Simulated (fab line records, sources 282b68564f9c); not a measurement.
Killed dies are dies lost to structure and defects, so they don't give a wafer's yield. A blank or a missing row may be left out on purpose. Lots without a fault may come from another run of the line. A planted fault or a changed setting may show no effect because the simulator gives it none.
fab line records | flow rit_cmos
record lots=14 wafers=42 last_day=7
route steps=202 shown ACTIVE@3 FOX2@23 NRETRO@62 GATE@83
lots that met no fault: from a run of the same line without faults
start_h: hours from the record's first day to the start of the lot's first wafer shown | wait_h: hours since the lot's step before | " the same as in the row above | L1.1+2: a row that stands for several wafers | - no value, or no start given | * or withheld: withheld | < > ~ a bound
route shown NAME@n: a module of which the file shows steps, and the number in the route of the first | usual: mean/standard deviation of fault-free wafers | same: alike in all rows | chamber/n: place in a boat | sites: the reading at each site | _std_site: their standard deviation | _edge_site: outer sites' mean less inner sites' | radius_mm: how far each site lies from the wafer's centre | mask NAME#n: copy n | behind: the tool/chamber that last shaped the wafer | hold: why the lot was held/for how many hours/how that ended | device: the transistor (n, p or np) that didn't switch | end of line: the same wafers' tests at the end of the route | a step without rows: its recipe alone | killed: dies lost to structure and defects at the first sort, not the wafer's yield | map: a wafer's dies, x killed, . not, _ none there
set.NAME: the setting as run; set.NAME@STEP: as run at that earlier step | model.NAME: the simulator's own value behind a step, which no gauge read
steps of the route over a sample of lots; a table a step, a row a wafer
services: from which hour (start_h, from the record's first day; less than 0 if before it) a tool's chamber was out of use, for how many hours, and why
## steps
# step RIT_ACTIVE_THK_MEAS_02
# recipe reads=SiO2_of_ACTIVE_OXIDATION_01
# usual ACTIVE_OXIDE_THK=42.8/0.87
# columns lot.wafer tool chamber start_h wait_h ACTIVE_OXIDE_THK[nm]
L860.3 film_metro-03 - 17.13 0.0 42.2
L860.4 " - " " 42.1
L860.5 " - " " 43.3
L863.1 film_metro-02 - 34.41 0.0 42.9
L863.4 " - " " 42.3
L863.5 " - " " 42.8
L864.1 film_metro-02 - 37.59 0.0 42.3
L864.3 " - " " 42.6
L864.5 " - " " 42.4
L865.3 film_metro-04 - 42.87 0.0 44.2
L865.4 " - " " 44.3
L865.5 " - " " 44.0
L866.1 film_metro-03 - 49.11 0.0 43.6
L866.2 " - " " 43.1
L866.5 " - " " 42.9
L867.1 film_metro-04 - 52.55 0.0 43.0
L867.3 " - " " 42.0
L867.6 " - " " 42.8
L868.2 film_metro-03 - 57.48 0.0 43.0
L868.3 " - " " 42.9
L868.4 " - " " 42.8
L869.1 film_metro-03 - 62.63 0.0 41.8
L869.2 " - " " 41.6
L869.5 " - " " 42.2
L872.3 film_metro-03 - 78.68 0.0 42.5
L872.4 " - " " 42.8
L872.6 " - " " 42.9
L873.1 film_metro-04 - 82.05 0.0 41.9
L873.3 " - " " 41.4
L873.6 " - " " 40.5
L878.4 film_metro-04 - 109.42 0.0 41.8
L878.5 " - " " 41.9
L878.6 " - " " 41.7
L879.3 film_metro-03 - 112.17 0.0 43.4
L879.5 " - " " 43.1
L879.6 " - " " 43.3
L881.4 film_metro-04 - 122.29 0.0 42.2
L881.5 " - " " 42.0
L881.6 " - " " 42.3
L882.1 film_metro-03 - 130.19 0.0 44.6
L882.5 " - " " 44.8
L882.6 " - " " 44.5
# step RIT_FOX2_OXIDATION_00
# recipe temp_c=1100 ambient=H2O target_thk_a=3507 p_h2o_torr=720 ox_time_s=1130
# usual ox_temp_c=1100.1/0.47 ox_temp_c_max=1107.1/1.6
# columns lot.wafer tool chamber start_h wait_h ox_temp_c ox_temp_c_max
L860.3 furnace-03 0 26.14 1.1 1100.8 1108.0
L860.4 " 0 " " 1099.8 1106.8
L860.5 " 0 " " 1100.2 1109.0
L863.1 furnace-04 0 39.61 0.0 1099.4 1105.0
L863.4 " 0 " " 1099.7 1107.0
L863.5 " 0 " " 1099.5 1106.5
L864.1 furnace-03 0 45.43 1.9 1100.1 1109.7
L864.3 " 0 " " 1099.2 1109.0
L864.5 " 0 " " 1099.7 1106.8
L865.3 furnace-04 0 49.44 0.0 1100.2 1107.1
L865.4 " 0 " " 1099.7 1105.8
L865.5 " 0 " " 1099.8 1103.9
L866.1 furnace-03 0 57.47 2.0 1100.0 1107.2
L866.2 " 0 " " 1100.1 1107.8
L866.5 " 0 " " 1098.8 1106.8
L867.1 furnace-03 0 62.65 2.4 1100.0 1108.0
L867.3 " 0 " " 1100.1 1108.9
L867.6 " 0 " " 1100.4 1108.6
L868.2 furnace-03 0 64.48 0.0 1099.9 1109.2
L868.3 " 0 " " 1100.1 1108.0
L868.4 " 0 " " 1099.9 1109.7
L869.1 furnace-04 0 68.78 0.2 1100.2 1106.1
L869.2 " 0 " " 1099.8 1106.8
L869.5 " 0 " " 1100.4 1105.0
L872.3 furnace-03 - 83.80 0.0 - -
L872.4 " - " " - -
L872.6 " - " " - -
L873.1 furnace-03 - 90.19 0.8 - -
L873.3 " - " " - -
L873.6 " - " " - -
L878.4 furnace-03 0 115.86 0.9 1100.7 1110.5
L878.5 " 0 " " 1100.3 1111.3
L878.6 " 0 " " 1100.0 1108.8
L879.3 furnace-04 0 119.01 0.0 1100.5 1105.2
L879.5 " 0 " " 1099.5 1105.1
L879.6 " 0 " " 1100.3 1105.5
L881.4 furnace-03 0 130.52 0.3 1099.8 1110.5
L881.5 " 0 " " 1099.6 1107.5
L881.6 " 0 " " 1100.4 1111.5
L882.1 furnace-01 0 135.26 0.0 1100.4 1106.2
L882.5 " 0 " " 1100.2 1109.0
L882.6 " 0 " " 1099.9 1107.5
# step RIT_NRETRO_STRIP_09
# recipe chemistry=O2 time_s=180 resist=NOVOLAK platen_temp_c=withheld power_w=500 pressure_mtorr=4000 o2_flow_sccm=4000
# usual drypump_motor_current_A=5.7/0.5
# columns lot.wafer tool chamber start_h wait_h drypump_motor_current_A rf_hours_counter_h
L860.3 plasma_asher-03 1 41.20 0.1 5.1 -
L860.4 " 0 " " 5.2 -
L860.5 " 1 " " 5.1 -
L863.1 plasma_asher-01 1 54.58 0.1 5.7 34
L863.4 " 0 " " 6.0 -
L863.5 " 1 " " 5.7 -
L864.1 plasma_asher-02 1 57.77 0.1 6.4 41
L864.3 " 0 " " 6.4 -
L864.5 " 0 " " 6.4 -
L865.3 plasma_asher-02 0 64.47 0.1 6.5 -
L865.4 " 1 " " 6.4 -
L865.5 " 1 " " 6.4 -
L866.1 plasma_asher-03 1 70.69 0.1 5.1 28
L866.2 " 0 " " 5.2 28
L866.5 " 0 " " 5.2 -
L868.2 plasma_asher-01 0 77.33 0.1 6.0 37
L868.3 " 1 " " 5.7 -
L868.4 " 0 " " 5.9 -
L867.1 plasma_asher-01 0 78.73 0.1 5.9 37
L867.3 " 0 " " 6.0 -
L867.6 " 1 " " 5.7 -
L869.1 plasma_asher-02 0 83.01 0.1 6.4 44
L869.2 " 1 " " 6.4 44
L869.5 " 1 " " 6.4 -
L878.4 plasma_asher-03 0 130.00 0.1 5.2 -
L878.5 " 0 " " 5.2 -
L878.6 " 1 " " 5.1 -
L879.3 plasma_asher-02 0 131.08 0.1 6.4 -
L879.5 " 0 " " 6.4 -
L879.6 " 1 " " 6.4 -
L881.4 plasma_asher-01 1 143.99 0.1 5.7 -
L881.5 " 0 " " 5.9 -
L881.6 " 1 " " 5.7 -
L882.1 plasma_asher-01 0 149.49 0.1 5.9 45
L882.5 " 0 " " 6.0 -
L882.6 " 1 " " 5.7 -
# step RIT_GATE_THK_MEAS_07
# recipe reads=SiO2_of_GATE_OXIDATION_05
# usual GATE_OXIDE_THK=3.02/0.051
# columns lot.wafer tool chamber start_h wait_h GATE_OXIDE_THK[nm]
L860.3 film_metro-03 - 49.38 0.0 3.07
L860.4 " - " " 3.07
L860.5 " - " " 3.06
L863.1 film_metro-03 - 62.99 0.0 3.05
L863.4 " - " " 3.08
L863.5 " - " " 3.06
L864.1 film_metro-01 - 64.21 0.0 2.99
L864.3 " - " " 3.01
L864.5 " - " " 3.03
L865.3 film_metro-03 - 68.64 0.0 2.94
L865.4 " - " " 2.96
L865.5 " - " " 3.00
L866.1 film_metro-02 - 78.70 0.0 2.96
L866.2 " - " " 2.95
L866.5 " - " " 2.89
L868.2 film_metro-01 - 81.69 0.0 3.00
L868.3 " - " " 3.04
L868.4 " - " " 3.03
L867.1 film_metro-03 - 83.00 0.0 2.98
L867.3 " - " " 3.06
L867.6 " - " " 3.02
L869.1 film_metro-01 - 91.76 0.0 2.99
L869.2 " - " " 3.01
L869.5 " - " " 2.96
L878.4 film_metro-03 - 133.69 0.0 3.06
L878.5 " - " " 3.06
L878.6 " - " " 3.10
L879.3 film_metro-03 - 134.65 0.0 3.10
L879.5 " - " " 3.07
L879.6 " - " " 3.05
L881.4 film_metro-03 - 148.41 0.0 3.06
L881.5 " - " " 2.97
L881.6 " - " " 3.02
L882.1 film_metro-01 - 155.37 0.0 3.04
L882.5 " - " " 3.02
L882.6 " - " " 2.98
## services
# columns tool chamber start_h hours kind
furnace-01 - 10.04 19.3 pm
furnace-01 - 29.33 3.1 pm
plasma_asher-02 - 39.84 14.4 repair
plasma_asher-02 - 47.53 0.5 repair
plasma_asher-03 - 52.89 14.6 pm
furnace-04 - 56.09 3.5 pm
furnace-04 - 91.76 11.7 pm
plasma_asher-02 - 121.22 0.5 repair
plasma_asher-01 - 134.42 1.8 repair
## key
first_sign step=RIT_FOX2_OXIDATION_00 reading=tool_record direction=missing
effect none on later readings
met_at RIT_FOX2_OXIDATION_00
struck_lots L872,L873
later_rows_left_out L872.3,L872.4,L872.6,L873.1,L873.3,L873.6
sort_left_out L872.3,L872.4,L872.6,L873.1,L873.3,L873.6
tester_left_out L872,L873
not_acting_at RIT_ACTIVE_THK_MEAS_02,RIT_NRETRO_STRIP_09,RIT_GATE_THK_MEAS_07
onset_between 64.48 83.80
fault kind=skipped_step_whole tool=furnace-03 chamber=- onset_h=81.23 steps=RIT_FOX2_OXIDATION_00 scope=struck_lots_only
# tester_left_out: of these lots the tester's yield and bins aren't shown, on N5 and GAA mostly nor the transistor test; their killed dies are dies lost to structure and defects alone, not to doping, threshold or leakage, so they don't give the yield
# sort_left_out: the simulated sort isn't trusted on such a fault, so these wafers' sort isn't shown, and their yield isn't known
# later_rows_left_out: the simulator's readings of these wafers behind a module that went badly wrong aren't trusted and aren't shown, but for the sort
